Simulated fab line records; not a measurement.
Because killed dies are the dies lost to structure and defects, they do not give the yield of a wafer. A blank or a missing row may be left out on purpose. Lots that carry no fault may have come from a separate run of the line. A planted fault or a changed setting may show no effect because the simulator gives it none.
fab line records    flow rit_cmos
record lots=6  wafers=18  last_day=7
route steps=202 shown ACTIVE@1 M1@202
lots that met no fault: taken from a fault-free run of the same line
start_h: hours from the record's opening day to when the first of the lot's shown wafers began    wait_h: hours from the lot's prior step to this one    " same as the row above    L1.1+2: a row that stands for several wafers    - no value, or no start given    * or withheld: withheld    < > ~ a bound
route shown NAME@n: a module of which the file shows steps, and the number in the route of the first    usual: mean/standard deviation taken from wafers without a fault    same: alike in all rows    chamber/n: place in a boat    sites: readings site by site    _std_site: standard deviation of those values    _edge_site: inner sites' mean taken away from outer sites' mean    radius_mm: for every site, how far away it sits from the centre of the wafer    mask NAME#n: copy n    behind: tool/chamber where the wafer was last shaped    hold: why the lot was held/for how many hours/how that ended    device: names the non-switching transistor (n, p or np)    end of line: tests run on the same wafers once the route is complete    a step with no rows: only its recipe    killed: dies lost to structure and defects at the first sort, not the wafer's yield    map: the dies of a wafer, with x for killed, . for not killed, _ for no die there
set.NAME: the run value of the setting; set.NAME@STEP: its run value at that earlier step    model.NAME: the simulator's own value behind a step, which no gauge read
lots at some steps of the route; a table a step, a row a wafer
services: from which hour (start_h, from the record's first day; less than 0 if before it) a tool's chamber was out of use, for how many hours, and why
## steps
# step RIT_ACTIVE_BOW_MEAS_00
# recipe mode=bow
# usual INCOMING_BOW=-1/7.1
lot.wafer  tool           chamber  start_h  wait_h  INCOMING_BOW[um]
L707.1     film_metro-03  -        20.00    -       -5
L707.2     "              -        "        "       13
L707.6     "              -        "        "       2
L717.1     film_metro-01  -        70.00    -       -14
L717.4     "              -        "        "       -16
L717.6     "              -        "        "       -12
L722.1     film_metro-01  -        95.00    -       5
L722.2     "              -        "        "       -3
L722.6     "              -        "        "       -18
L725.3     film_metro-01  -        110.04   -       -10
L725.4     "              -        "        "       7
L725.5     "              -        "        "       13
L726.1     film_metro-03  -        115.00   -       -11
L726.3     "              -        "        "       0
L726.5     "              -        "        "       -1
L728.4     film_metro-04  -        125.06   -       3
L728.5     "              -        "        "       10
L728.6     "              -        "        "       -6
# step RIT_ACTIVE_OXIDATION_01
# recipe temp_c=1000  ambient=O2  target_thk_a=468  ox_time_s=3360
# step RIT_ACTIVE_THK_MEAS_02
# recipe reads=SiO2_of_ACTIVE_OXIDATION_01
# usual ACTIVE_OXIDE_THK=46.4/0.98
lot.wafer  tool           chamber  start_h  wait_h  ACTIVE_OXIDE_THK[nm]
L707.1     film_metro-04  -        22.05    0.0     44.7
L707.2     "              -        "        "       44.7
L707.6     "              -        "        "       44.6
L717.1     film_metro-03  -        72.05    0.0     46.9
L717.4     "              -        "        "       46.6
L717.6     "              -        "        "       46.7
L722.1     film_metro-03  -        97.05    0.0     46.8
L722.2     "              -        "        "       47.0
L722.6     "              -        "        "       46.1
L725.3     film_metro-01  -        112.07   0.0     46.9
L725.4     "              -        "        "       46.3
L725.5     "              -        "        "       46.7
L726.1     film_metro-04  -        117.05   0.0     46.5
L726.3     "              -        "        "       45.2
L726.5     "              -        "        "       45.1
L728.4     film_metro-04  -        127.08   0.0     48.6
L728.5     "              -        "        "       49.6
L728.6     "              -        "        "       48.2
# step RIT_ACTIVE_CVD_03
# recipe material=Si3N4  target_thk_nm=150  temp_c=810  precursor=SiH2Cl2/NH3  time_s=1500  pressure_mtorr=300  sih2cl2_flow_sccm=60  nh3_flow_sccm=150
# step RIT_ACTIVE_THK_MEAS_04
# recipe reads=Si3N4_of_ACTIVE_CVD_03
# usual ACTIVE_NITRIDE_THK=149.8/1.4
lot.wafer  tool           chamber  start_h  wait_h  ACTIVE_NITRIDE_THK[nm]
L707.1     film_metro-03  -        23.53    0.0     151.8
L707.2     "              -        "        "       151.2
L707.6     "              -        "        "       152.0
L717.1     film_metro-03  -        73.53    0.0     150.2
L717.4     "              -        "        "       150.5
L717.6     "              -        "        "       151.5
L722.1     film_metro-04  -        99.24    0.0     148.4
L722.2     "              -        "        "       148.8
L722.6     "              -        "        "       148.8
L725.3     film_metro-03  -        113.55   0.0     148.4
L725.4     "              -        "        "       148.5
L725.5     "              -        "        "       147.4
L726.1     film_metro-01  -        118.53   0.0     150.5
L726.3     "              -        "        "       150.0
L726.5     "              -        "        "       150.3
L728.4     film_metro-04  -        128.56   0.0     151.1
L728.5     "              -        "        "       151.9
L728.6     "              -        "        "       150.2
# step RIT_ACTIVE_HMDS_05
# recipe prime_time_s=60  prime_temp_c=140
# step RIT_ACTIVE_COAT_06
# recipe resist=NOVOLAK  spin_rpm=3250  resist_thk_nm=1000
# step RIT_ACTIVE_SOFTBAKE_07
# recipe resist=NOVOLAK  temp_c=90  time_s=60
# step RIT_ACTIVE_EXPOSE_08
# recipe mask_id=M1  na=0.6  source_shape=conventional  sigma_outer=0.6  target_cd_nm=1400  dose_mj=225
# step RIT_ACTIVE_PEB_09
# recipe resist=NOVOLAK  temp_c=withheld  time_s=withheld
# step RIT_ACTIVE_DEVELOP_10
# recipe resist=NOVOLAK  develop_time_s=50  dev_temp_c=23
# step RIT_ACTIVE_CD_MEAS_11
# recipe target_cd_nm=1400
# usual cd_nm=1399.7/2.5
lot.wafer  tool       chamber  start_h  wait_h  cd_nm
L707.1     cd_sem-01  -        24.65    -       1400.1
L707.2     "          -        "        "       1397.3
L707.6     "          -        "        "       1399.6
L717.1     cd_sem-02  -        74.56    -       1402.3
L717.4     "          -        "        "       1401.2
L717.6     "          -        "        "       1399.8
L722.1     cd_sem-02  -        100.15   -       1400.2
L722.2     "          -        "        "       1398.9
L722.6     "          -        "        "       1396.5
L725.3     cd_sem-02  -        114.60   -       1399.6
L725.4     "          -        "        "       1400.2
L725.5     "          -        "        "       1402.7
L726.1     cd_sem-02  -        119.56   -       1399.3
L726.3     "          -        "        "       1399.6
L726.5     "          -        "        "       1398.2
L728.4     cd_sem-01  -        129.50   -       1395.9
L728.5     "          -        "        "       1397.3
L728.6     "          -        "        "       1398.2
# step RIT_ACTIVE_HARDBAKE_12
# recipe resist=NOVOLAK  temp_c=140  time_s=60
# usual heater_power_total_W=62.55/0.047  plate_temp_C=140.03/0.15  resist_line_temp_C=23.00/0.097
# same time_s=60
lot.wafer  tool            chamber  start_h  wait_h  heater_power_total_W  plate_temp_C  resist_line_temp_C
L707.1     litho_track-03  0        24.77    0.1     62.45                 140.06        23.05
L707.2     "               0        "        "       62.43                 140.18        23.14
L707.6     "               0        "        "       62.52                 140.23        23.15
L717.1     litho_track-03  0        74.68    0.1     64.46                 143.32        22.89
L717.4     "               0        "        "       64.38                 143.38        22.85
L717.6     "               0        "        "       64.39                 143.38        22.81
L722.1     litho_track-03  0        100.27   0.1     64.42                 143.14        22.91
L722.2     "               0        "        "       64.34                 143.03        22.99
L722.6     "               0        "        "       64.40                 143.31        22.98
L725.3     litho_track-04  0        114.83   0.2     62.53                 139.95        22.97
L725.4     "               0        "        "       62.59                 140.04        23.05
L725.5     "               0        "        "       62.53                 139.95        23.05
L726.1     litho_track-01  0        119.68   0.1     62.50                 139.90        23.03
L726.3     "               0        "        "       62.61                 140.11        22.88
L726.5     "               0        "        "       62.56                 139.99        22.98
L728.4     litho_track-04  0        129.63   0.1     62.53                 139.91        23.17
L728.5     "               0        "        "       62.58                 139.76        23.19
L728.6     "               0        "        "       62.48                 139.95        23.06
# step RIT_ACTIVE_ETCH_13
# recipe stop_on=SiO2  chemistry=SF6  target=Si3N4  time_s=210  over_etch_frac=0.4  SF6_flow_sccm=200  pressure_mtorr=260  rf_w=125  target_depth_a=2100
# usual drypump_motor_current_A=5.6/0.5  oes_product_au=0.816/0.015  throttle_valve_pct=7.52/0.1
# same time_s=210
lot.wafer  tool         chamber  start_h  wait_h  drypump_motor_current_A  oes_product_au  rf_hours_counter_h  throttle_valve_pct
L707.1     rie_diel-04  3        24.92    0.1     5.4                      0.804           145                 7.47
L707.2     "            0        "        "       5.0                      0.835           79                  7.68
L707.6     "            2        "        "       4.7                      0.823           -                   7.46
L717.1     rie_diel-02  2        74.83    0.1     5.9                      0.838           88                  7.51
L717.4     "            3        "        "       5.6                      0.828           33                  7.37
L717.6     "            2        "        "       5.9                      0.840           -                   7.51
L722.1     rie_diel-04  0        100.42   0.1     4.9                      0.826           80                  7.69
L722.2     "            2        "        "       4.7                      0.811           96                  7.46
L722.6     "            1        "        "       6.1                      0.812           -                   7.39
L725.3     rie_diel-02  3        114.93   0.1     5.6                      0.820           34                  7.36
L725.4     "            2        "        "       5.9                      0.830           88                  7.51
L725.5     "            2        "        "       5.9                      0.833           -                   7.50
L726.1     rie_diel-04  3        119.83   0.1     5.4                      0.803           147                 7.46
L726.3     "            0        "        "       5.0                      0.824           80                  7.68
L726.5     "            1        "        "       6.1                      0.811           -                   7.38
L728.4     rie_diel-02  2        129.71   0.1     5.8                      0.847           89                  7.50
L728.5     "            0        "        "       6.1                      0.836           -                   7.66
L728.6     "            1        "        "       5.3                      0.813           -                   7.60
# step RIT_M1_PROBE_99
# usual killed_at_front_end=7/3  killed_dies=7/3.1  killed_open=3.4/2.1  killed_short=3.2/1.9
# same gross_dies=264  killed_at_M0_to_M3=0  killed_at_M4_up=0  killed_at_back_side=0  killed_at_contacts=0  killed_at_other=0
lot.wafer  tool       chamber  start_h  wait_h  killed_at_front_end  killed_dies  killed_open  killed_short
L707.1     prober-01  -        68.92    0.1     2                    2            1            1
L707.2     prober-01  -        68.97    0.1     6                    6            2            4
L707.6     prober-01  -        69.17    0.2     4                    4            1            3
L717.1     prober-02  -        117.43   0.1     9                    9            5            4
L717.4     prober-02  -        117.58   0.2     6                    6            3            3
L717.6     prober-02  -        117.68   0.2     2                    2            1            1
L722.1     prober-01  -        143.61   0.1     6                    6            3            3
L722.2     prober-01  -        143.66   0.1     7                    7            2            5
L722.6     prober-01  -        143.86   0.2     6                    6            3            3
L725.3     prober-02  -        159.93   0.2     17                   17           9            8
L725.4     prober-02  -        159.98   0.2     7                    7            4            3
L725.5     prober-02  -        160.03   0.2     7                    7            3            4
# killed by level:class
L707.1 GATE:geometric_particle:open=1 SILICIDE:geometric_particle:short=1
L707.2 REOX:geometric_particle:short=2 FOX2:geometric_particle:short=1 FOX2:geometric_particle:open=1 GATE:geometric_particle:open=1 GATE:geometric_particle:short=1
L707.6 GATE:geometric_particle:short=2 FOX2:geometric_particle:short=1 GATE:geometric_particle:open=1
L717.1 GATE:geometric_particle:open=2 SILICIDE:geometric_particle:short=2 FOX1:geometric_particle:open=1 GATE:geometric_particle:short=1 REOX:geometric_particle:open=1 REOX:geometric_particle:short=1 SILICIDE:geometric_particle:open=1
L717.4 GATE:geometric_particle:open=2 ACTIVE:geometric_particle:open=1 FOX1:geometric_particle:short=1 FOX2:geometric_particle:short=1 GATE:geometric_particle:short=1
L717.6 GATE:geometric_particle:open=1 SILICIDE:geometric_particle:short=1
L722.1 REOX:geometric_particle:short=2 FOX1:geometric_particle:open=1 GATE:geometric_particle:open=1 GATE:geometric_particle:short=1 REOX:geometric_particle:open=1
L722.2 REOX:geometric_particle:short=3 FOX1:geometric_particle:short=1 REOX:geometric_particle:open=1 SPACER:geometric_particle:short=1 SILICIDE:geometric_particle:open=1
L722.6 REOX:geometric_particle:short=2 GATE:geometric_particle:short=1 GATE:geometric_particle:open=1 REOX:geometric_particle:open=1 SILICIDE:geometric_particle:open=1
L725.3 GATE:geometric_particle:open=5 REOX:geometric_particle:short=4 REOX:geometric_particle:open=2 SILICIDE:geometric_particle:short=2 FOX1:geometric_particle:open=1 FOX2:geometric_particle:short=1 FOX2:geometric_particle:open=1 GATE:geometric_particle:short=1
L725.4 SPACER:geometric_particle:open=2 GATE:geometric_particle:short=1 GATE:geometric_particle:open=1 REOX:geometric_particle:open=1 REOX:geometric_particle:short=1 SILICIDE:geometric_particle:short=1
L725.5 FOX2:geometric_particle:short=1 GATE:geometric_particle:open=1 REOX:geometric_particle:short=1 SPACER:geometric_particle:open=1 SPACER:geometric_particle:short=1 SILICIDE:geometric_particle:open=1 SILICIDE:geometric_particle:short=1
## services
tool         chamber  start_h  hours  kind
rie_diel-02  -        5.74     30.8   repair
rie_diel-02  -        49.11    2.8    pm
## key
first_sign step=RIT_ACTIVE_HARDBAKE_12  reading=heater_power_total_W  direction=up  sigmas=39  usual=62.55  struck=64.40
effect step=RIT_ACTIVE_HARDBAKE_12  reading=plate_temp_C  direction=up  sigmas=22  usual=*  struck=*
met_at RIT_ACTIVE_HARDBAKE_12
struck_wafers L717.1,L717.4,L717.6,L722.1,L722.2,L722.6
tester_left_out L717,L722
onset_between 24.77 74.68
fault kind=process_parameter_drift  tool=litho_track-03  chamber=-  onset_h=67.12  steps=RIT_ACTIVE_HARDBAKE_12  channel=temp_c  offset=*  shape=step  end_h=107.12  acts_in=*  stated=*
# tester_left_out: of these lots the tester's yield and bins aren't shown, on N5 and GAA mostly nor the transistor test; their killed dies are dies lost to structure and defects alone, not to doping, threshold or leakage, so they don't give the yield
